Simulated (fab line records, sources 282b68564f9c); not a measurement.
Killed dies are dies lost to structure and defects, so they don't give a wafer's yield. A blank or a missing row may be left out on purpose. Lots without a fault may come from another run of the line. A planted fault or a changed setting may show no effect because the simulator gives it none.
fab line records | flow rit_cmos
record lots=6 wafers=18 last_day=7
route steps=202 shown NWELL@32 PWELL@39
lots that met no fault: from a run of the same line without faults
start_h: hours from the record's first day to the start of the lot's first wafer shown | wait_h: hours since the lot's step before | " the same as in the row above | L1.1+2: a row that stands for several wafers | - no value, or no start given | * or withheld: withheld | < > ~ a bound
route shown NAME@n: a module of which the file shows steps, and the number in the route of the first | usual: mean/standard deviation of fault-free wafers | same: alike in all rows | chamber/n: place in a boat | sites: the reading at each site | _std_site: their standard deviation | _edge_site: outer sites' mean less inner sites' | radius_mm: how far each site lies from the wafer's centre | mask NAME#n: copy n | behind: the tool/chamber that last shaped the wafer | hold: why the lot was held/for how many hours/how that ended | device: the transistor (n, p or np) that didn't switch | end of line: the same wafers' tests at the end of the route | a step without rows: its recipe alone | killed: dies lost to structure and defects at the first sort, not the wafer's yield | map: a wafer's dies, x killed, . not, _ none there
set.NAME: the setting as run; set.NAME@STEP: as run at that earlier step | model.NAME: the simulator's own value behind a step, which no gauge read
lots at some steps of the route; a table a step, a row a wafer
services: from which hour (start_h, from the record's first day; less than 0 if before it) a tool's chamber was out of use, for how many hours, and why
## steps
# step RIT_NWELL_PEB_04
# recipe resist=NOVOLAK temp_c=withheld time_s=withheld
# step RIT_NWELL_DEVELOP_05
# recipe resist=NOVOLAK develop_time_s=68 dev_temp_c=23
# step RIT_NWELL_OVL_MEAS_06
# usual NWELL_OVL=-1.4/1.2
# columns lot.wafer tool chamber start_h wait_h NWELL_OVL[nm]
L857.1 overlay-02 - 31.62 - -1.1
L857.2 " - " " 0.4
L857.3 " - " " -2.0
L858.2 overlay-01 - 38.11 - -1.5
L858.3 " - " " -2.0
L858.6 " - " " -1.4
L859.1 overlay-02 - 40.97 - -2.9
L859.4 " - " " -0.6
L859.5 " - " " -1.5
L866.2 overlay-02 - 76.94 - -2.5
L866.3 " - " " -2.2
L866.6 " - " " -2.3
L870.3 overlay-01 - 96.53 - -1.3
L870.4 " - " " -1.2
L870.6 " - " " -2.7
L878.1 overlay-02 - 135.57 - 0.9
L878.2 " - " " 0.8
L878.5 " - " " -1.0
# step RIT_NWELL_HARDBAKE_07
# recipe resist=NOVOLAK temp_c=140 time_s=120
# step RIT_NWELL_IMPLANT_08
# recipe species=P energy_kev=170 dose_cm2=5e+13 tilt_deg=7
# step RIT_NWELL_STRIP_09
# recipe chemistry=O2 time_s=180 resist=NOVOLAK platen_temp_c=withheld power_w=500 pressure_mtorr=4000 o2_flow_sccm=4000
# usual drypump_motor_current_A=5.8/0.66 rf_refl_power_W=6.8/1.3
# columns lot.wafer tool chamber start_h wait_h drypump_motor_current_A rf_hours_counter_h rf_refl_power_W
L857.1 plasma_asher-03 1 32.13 0.1 6.7 38 8.1
L857.2 " 0 " " 6.4 38 5.4
L857.3 " 1 " " 6.7 - 8.1
L858.2 plasma_asher-04 0 38.56 0.1 5.4 40 5.4
L858.3 " 0 " " 5.4 - 5.6
L858.6 " 1 " " 4.9 - 5.3
L859.1 plasma_asher-03 0 41.40 0.1 6.4 40 5.4
L859.4 " 0 " " 6.4 - 5.5
L859.5 " 1 " " 6.7 - 8.1
L866.2 plasma_asher-03 0 77.37 0.1 6.4 43 5.3
L866.3 " 0 " " 6.4 - 5.6
L866.6 " 1 " " 6.7 - 8.0
L870.3 plasma_asher-01 0 97.01 0.1 5.2 - 8.7
L870.4 " 1 " " 5.7 - 7.3
L870.6 " 0 " " 5.2 - 8.8
L878.1 plasma_asher-03 0 136.00 0.1 6.4 47 5.5
L878.2 " 1 " " 6.7 47 8.0
L878.5 " 0 " " 6.4 - 5.4
# step RIT_NWELL_TW_MEAS_10
# usual NWELL_TW=2111/13
# columns lot.wafer tool chamber start_h wait_h NWELL_TW
L857.1 film_metro-01 - 32.31 0.1 2123
L857.2 " - " " 2135
L857.3 " - " " 2123
L858.2 film_metro-03 - 38.74 0.1 2099
L858.3 " - " " 2105
L858.6 " - " " 2103
L859.1 film_metro-01 - 41.58 0.1 2126
L859.4 " - " " 2139
L859.5 " - " " 2132
L866.2 film_metro-03 - 77.55 0.1 2105
L866.3 " - " " 2110
L866.6 " - " " 2125
L870.3 film_metro-01 - 97.15 0.1 2139
L870.4 " - " " 2132
L870.6 " - " " 2147
L878.1 film_metro-03 - 136.18 0.1 2102
L878.2 " - " " 2114
L878.5 " - " " 2094
# step RIT_PWELL_HMDS_00
# recipe prime_time_s=60 prime_temp_c=140
# step RIT_PWELL_COAT_01
# recipe resist=NOVOLAK spin_rpm=2000 resist_thk_nm=1300
# step RIT_PWELL_SOFTBAKE_02
# recipe resist=NOVOLAK temp_c=90 time_s=60
# step RIT_PWELL_EXPOSE_03
# recipe mask_id=M3 na=0.57 target_cd_nm=43700 dose_mj=250
# step RIT_PWELL_PEB_04
# recipe resist=NOVOLAK temp_c=withheld time_s=withheld
# step RIT_PWELL_DEVELOP_05
# recipe resist=NOVOLAK develop_time_s=68 dev_temp_c=23
# usual chill_plate_temp_C=22.99/0.11 develop_time_s=68/0
# columns lot.wafer tool chamber start_h wait_h chill_plate_temp_C develop_time_s
L857.1 litho_track-03 0 33 - 22.98 68
L857.2 " 0 " " 22.88 68
L857.3 " 0 " " 23.06 68
L858.2 litho_track-04 - 39 - - -
L858.3 " - " " - -
L858.6 " - " " - -
L859.1 litho_track-03 - 42 - - -
L859.4 " - " " - -
L859.5 " - " " - -
L866.2 litho_track-04 0 78 - 22.98 68
L866.3 " 0 " " 23.02 68
L866.6 " 0 " " 23.01 68
L870.3 litho_track-04 0 98 - 23.12 68
L870.4 " 0 " " 23.16 68
L870.6 " 0 " " 23.16 68
L878.1 litho_track-01 0 137 - 22.94 68
L878.2 " 0 " " 22.98 68
L878.5 " 0 " " 23.01 68
# step RIT_PWELL_OVL_MEAS_06
# usual PWELL_OVL=-0.6/1.1
# columns lot.wafer tool chamber start_h wait_h PWELL_OVL[nm]
L857.1 overlay-01 - 33.25 - 0.6
L857.2 " - " " 1.4
L857.3 " - " " -0.3
L858.2 overlay-02 - 39.80 - -
L858.3 " - " " -
L858.6 " - " " -
L859.1 overlay-01 - 42.64 - -
L859.4 " - " " -
L859.5 " - " " -
L866.2 overlay-02 - 78.64 - -1.3
L866.3 " - " " -1.2
L866.6 " - " " -1.8
L870.3 overlay-01 - 98.28 - -0.1
L870.4 " - " " -1.5
L870.6 " - " " -2.2
L878.1 overlay-02 - 137.33 - -1.8
L878.2 " - " " -0.2
L878.5 " - " " -2.3
## services
# columns tool chamber start_h hours kind
plasma_asher-04 - 31.89 3.0 repair
plasma_asher-04 - 68.29 2.8 pm
plasma_asher-03 - 93.48 28.1 pm
## key
first_sign step=RIT_PWELL_DEVELOP_05 reading=tool_record direction=missing
effect none on later readings
met_at RIT_PWELL_DEVELOP_05
struck_wafers L858.2,L858.3,L858.6,L859.1,L859.4,L859.5
rows_end L858.2,L858.3,L858.6
sort_left_out L859.1,L859.4,L859.5
tester_left_out L859
onset_between 33 39
fault kind=skipped_step_whole tool=litho_track-03,litho_track-04 chamber=- onset_h=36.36 steps=RIT_PWELL_DEVELOP_05 scope=struck_lots_only
# tester_left_out: of these lots the tester's yield and bins aren't shown, on N5 and GAA mostly nor the transistor test; their killed dies are dies lost to structure and defects alone, not to doping, threshold or leakage, so they don't give the yield
# sort_left_out: the simulated sort isn't trusted on such a fault, so these wafers' sort isn't shown, and their yield isn't known
# rows_end: these wafers met a further fault down the route, and their rows from its step on are left out
